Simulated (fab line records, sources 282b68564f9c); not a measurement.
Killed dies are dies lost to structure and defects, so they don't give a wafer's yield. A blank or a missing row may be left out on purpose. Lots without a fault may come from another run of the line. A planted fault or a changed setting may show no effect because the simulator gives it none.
Which tool did it? | flow rit_cmos | 13 lots, 39 wafers sampled, at 3 steps of a route of 202

WHAT THE GAUGES READ, wafer by wafer
RIT_PRETRO_OVL_MEAS_06.
lot  | measured    | on         | PRETRO_OVL (nm)
L649 | day 2 09:10 | overlay-01 | -0.2 -1.2 -0.9
L651 | day 2 16:41 | overlay-02 | -0.4 -0.6 0.0
L652 | day 3 01:22 | overlay-01 | 0.6 2.0 1.6
L653 | day 3 04:23 | overlay-01 | 0.1 0.0 -1.3
L654 | day 3 12:35 | overlay-01 | -0.5 0.1 1.5
L655 | day 3 16:56 | overlay-01 | - - -
L659 | day 4 12:17 | overlay-01 | -2.2 -1.3 0.4
L661 | day 4 20:43 | overlay-02 | 0.1 -2.3 -0.7
L665 | day 5 15:47 | overlay-01 | -2.9 -2.2 -2.7
L666 | day 5 21:11 | overlay-01 | 0.0 -0.3 1.5
L667 | day 6 02:43 | overlay-02 | -3.0 -1.6 -2.6
L670 | day 6 16:19 | overlay-01 | 0.9 -0.3 -0.9
L671 | day 6 22:08 | overlay-02 | -4.0 -2.6 -1.2

RIT_PRETRO_TW_MEAS_10.
lot  | measured    | on            | PRETRO_TW
L649 | day 2 09:47 | film_metro-02 | 475 478 477
L651 | day 2 17:20 | film_metro-02 | 477 475 474
L652 | day 3 01:59 | film_metro-01 | 465 467 463
L653 | day 3 05:01 | film_metro-03 | 479 479 480
L654 | day 3 13:12 | film_metro-01 | 465 468 467
L655 | day 3 17:32 | film_metro-01 | 30 29 29
L659 | day 4 12:54 | film_metro-02 | 475 471 472
L661 | day 4 21:20 | film_metro-03 | 474 477 475
L665 | day 5 16:25 | film_metro-01 | 468 466 467
L666 | day 5 21:47 | film_metro-02 | 476 474 473
L667 | day 6 03:20 | film_metro-02 | 472 472 473
L670 | day 6 16:56 | film_metro-02 | 474 472 474
L671 | day 6 22:45 | film_metro-03 | 481 483 477

WHICH TOOL RAN EACH LOT (tool, then ch and the chambers of the sampled wafers, then the start)
lot  | RIT_PRETRO_EXPOSE_03
L649 | iline_stepper-01 ch 0, day 2 08:44
L651 | iline_stepper-01 ch 0, day 2 16:16
L652 | iline_stepper-01 ch 0, day 3 00:58
L653 | iline_stepper-02 ch 0, day 3 03:58
L654 | iline_stepper-02 ch 0, day 3 12:10
L655 | iline_stepper-02 ch 0, day 3 16:30
L659 | iline_stepper-02 ch 0, day 4 11:50
L661 | iline_stepper-02 ch 0, day 4 20:17
L665 | iline_stepper-02 ch 0, day 5 15:23
L666 | iline_stepper-01 ch 0, day 5 20:45
L667 | iline_stepper-02 ch 0, day 6 02:17
L670 | iline_stepper-01 ch 0, day 6 15:54
L671 | iline_stepper-02 ch 0, day 6 21:43
- RIT_PRETRO_EXPOSE_03: exposes mask M5, target cd 43700 nm.

WHAT THE TOOLS THEMSELVES READ (means of the sampled wafers that have a number; where no wafer has one, the mark that the record gives instead)
The record holds no such reading with a usual standard deviation.

THE ANSWER, worked out from the rows above alone
Rule: what is usual is taken from the lots themselves. Put in order of their means at a reading, lots are off if they are a third of the lots or fewer, leave a main group of 4 or more, and stand apart from it by a gap of 3 or more times the standard deviation of the main group's means; of several such gaps the widest counts. A main group whose means are all the same, to the digits that the tables above print for the reading, isn't used. A lot without any number at a reading at which 4 lots or more have one is off too. The other lots that the step has rows for count as sound. The gauges are gone through in route order, then the tools' own readings, and for those a lot's mean is taken as printed above. The first step at which some lot is off is used, and at that step the reading that is off furthest; a lot without a number counts as furthest.
Off: L655, at RIT_PRETRO_OVL_MEAS_06 (PRETRO_OVL). Without a number there: L655. The main group: mean -0.8 nm, standard deviation 1.2.
A tool fits if, at a process step before that reading, it ran every lot that is off, and no sound lot after the first of them. The gauges at RIT_PRETRO_OVL_MEAS_06 aren't tried: what is off there is off at RIT_PRETRO_TW_MEAS_10 too, on other tools, and a gauge's error can't cause that. None of those tried fits.

WHAT THE SIMULATOR HAD PUT IN
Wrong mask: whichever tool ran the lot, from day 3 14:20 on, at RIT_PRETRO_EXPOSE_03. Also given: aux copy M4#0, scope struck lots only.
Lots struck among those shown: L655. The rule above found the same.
